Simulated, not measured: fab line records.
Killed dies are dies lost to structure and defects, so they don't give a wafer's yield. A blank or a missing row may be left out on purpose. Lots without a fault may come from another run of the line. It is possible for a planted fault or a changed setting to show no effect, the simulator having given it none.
Code-filled problem report in 8D (eight disciplines) form :: flow rit_cmos :: the parts of the form that need people (team, actions taken, sign-off) are left out

1. THE ISSUE
PSD_RS at RIT_SDANNEAL_RS_MEAS_04 reads a mean of 72.27 ohm/sq on 6 wafers of 2 lots; wafers without a fault read 115.58 ohm/sq with a standard deviation of 0.29. So: -99 or more standard deviations from the usual mean.
The step: measures by four-point-probe.
Seen first at day 6 14:13 on film_metro-02, wafer L584.2. At this step, 42 wafers from 14 lots have a number in the record. By rule, "out" or "out of limits" means more than 4 standard deviations away from the usual mean. The rest of the wafers with a number are treated as sound.

2. WHAT IT IS, WHAT IT ISN'T
question: which readings at this step
is: PSD_RS
is not: -

question: which lots
is: L584, L586
is not: L568, L569, L570, L571, L573, L574, L576, L579, L581, L587, L589, L591

question: which wafers of those lots
is: all that have a number
is not: -

question: read on which gauges
is: film_metro-02, film_metro-04
is not: film_metro-01

question: when
is: from day 6 14:13
is not: up to then (27 sound wafers); but 9 sound wafers of L587, L589, L591 came after

3. WHAT RULES OUT EACH SUSPECT
Counting: a tool at any process step up to the reading remains a suspect when it ran all the lots that are out and ran no sound lot after the first of those.
- the gauge at RIT_SDANNEAL_RS_MEAS_04: ruled out. Those wafers that are out were read across 2 gauges (film_metro-02, film_metro-04).
- rtp_anneal-01 at RIT_SDANNEAL_RTA_03 (time 5 s): kept. It processed each lot that is out, first L584 at day 6 14:09, and no sound lot thereafter; up to then, the last sound lot it processed was L576 at day 4 23:23.
Left after counting: rtp_anneal-01 at RIT_SDANNEAL_RTA_03.

4. THE CAUSE (what the simulator had put in)
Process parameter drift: rtp_anneal-01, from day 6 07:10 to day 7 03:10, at RIT_SDANNEAL_RTA_03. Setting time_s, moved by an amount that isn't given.
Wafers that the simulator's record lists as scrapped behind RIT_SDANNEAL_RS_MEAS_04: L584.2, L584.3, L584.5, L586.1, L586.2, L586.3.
The count eliminated every tool but this one.

5. SEQUENCE OF EFFECTS, ordered by route
Each row: a reading whose mean over the struck wafers that have a number lies more than 3 standard deviations from the usual. Only readings for which the record gives a usual standard deviation are gone through. hours: the time from each lot's start at the first step in this table that gives one to its start at this step, as a median over the lots. sigmas: the change in usual standard deviations.
hours: 0
step: RIT_SDANNEAL_RS_MEAS_04
reading: PSD_RS
usual: 115.58 ohm/sq
on struck wafers: 72.27
change: -43.31
sigmas: -99 or more

6. WHAT WOULD HAVE CAUGHT IT SOONER
7 hours passed between the start of the fault at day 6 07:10 and the first reading out of limits at a measuring or inspecting step in this record, taken at day 6 14:13.
An alarm limit of 4 standard deviations would not have fired on the tool readings at RIT_SDANNEAL_RTA_03 for which the record gives a usual standard deviation, since none of them was out on any struck wafer.
Lots out: 2; of these, L586 started RIT_SDANNEAL_RTA_03 on rtp_anneal-01 after day 6 14:13. It would have been spared by a hold on the tool at that moment.
